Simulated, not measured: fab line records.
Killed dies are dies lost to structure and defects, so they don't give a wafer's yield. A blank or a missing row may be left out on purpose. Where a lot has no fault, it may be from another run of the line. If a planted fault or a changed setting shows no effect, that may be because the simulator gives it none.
A struck lot beside a sound one | flow rit-cmos | 14 steps out of a route of 202
Sound: the wafers L840.1, L840.5, L840.6. The struck wafers were L834.2, L834.4, L834.6. At the end, the cause is stated.
Order at every step that has rows: each side's tool, ch and its chambers, its first start. Under that, the readings that differ: sound wafers | struck wafers | difference of the means | sigmas: that difference in standard deviations of wafers without a fault.
alike: same words and numbers on both sides, and readings whose means sit less than 2 such deviations apart. not compared: any withheld reading, any reading some wafer has no value for, any bound like >300 that may hide the same value, and any number with overlapping values for which the record gives no deviation.
A row with sigmas, a row that says differs or no value, or rows on one side alone: a step with any of these is where the two part. When numbers do not overlap yet have no deviation, they are printed without sigmas and do not part them. Lack of a reading on every wafer of one side parts them only where that side has two or more wafers.

first, 1 step without rows for these wafers: RIT_PLDD_IMPLANT_08.
RIT_PLDD_STRIP_09: strips in O2, time 180 s.
  sound on plasma-asher-02 ch 0,1, day 6 23:01; struck on plasma-asher-01 ch 1, day 5 17:57
  alike: drypump-motor-current-A
  not compared: rf-hours-counter-h
RIT_PLDD_TW_MEAS_10:
  sound on film-metro-01 at day 6 23:11; struck on film-metro-03 at day 5 18:08
  alike: PLDD_TW
then, 4 steps without rows for these wafers: RIT_SPACER_CLEAN_00 (cleans in SC1, time 600 s); RIT_SPACER_CLEAN_01 (cleans in dHF, time 30 s); RIT_SPACER_CLEAN_02 (cleans in SC2, time 600 s); RIT_SPACER_CVD_03 (deposits Si3N4 from SiH2Cl2/NH3, target thk 250 nm, time 3300 s).
RIT_SPACER_THK_MEAS_04:
  sound on film-metro-02 at day 7 01:37; struck on film-metro-01 at day 5 20:29
  alike: SPACER_NITRIDE_THK
RIT_SPACER_ETCHBACK_05: etches Si3N4 in SF6/CHF3, stops on SiO2, target depth 250 nm, time 240 s.
  sound on rie-diel-01 ch 0,1,3, day 7 01:40; struck on rie-diel-04 ch 0,1,3, day 5 20:32
  alike: CHF3_flow_sccm, drypump-motor-current-A, oes-product-au, throttle-valve-pct
  not compared: rf-hours-counter-h
then, 3 steps without rows for these wafers: RIT_NSD_HMDS_00 (prime time 60 s); RIT_NSD_COAT_01 (resist thk 1000 nm); RIT_NSD_SOFTBAKE_02 (time 60 s).
RIT_NSD_EXPOSE_03: exposes mask M9, target cd 40700 nm.
  struck on iline-stepper-01, day 5 21:20; sound on iline-stepper-02 ch 0, day 7 02:24
  no value came back on the struck wafers for exposure-dose-mJ-cm2, focus-offset-nm (nm); on the sound wafers exposure-dose-mJ-cm2 reads 250.33 250.28 250.18
  alike: mask
next, for these wafers, 1 step has no rows: RIT_NSD_PEB_04.

## WHERE THEY PART
Within this record, at RIT_NSD_EXPOSE_03 only.

WHY: the cause the simulator had injected
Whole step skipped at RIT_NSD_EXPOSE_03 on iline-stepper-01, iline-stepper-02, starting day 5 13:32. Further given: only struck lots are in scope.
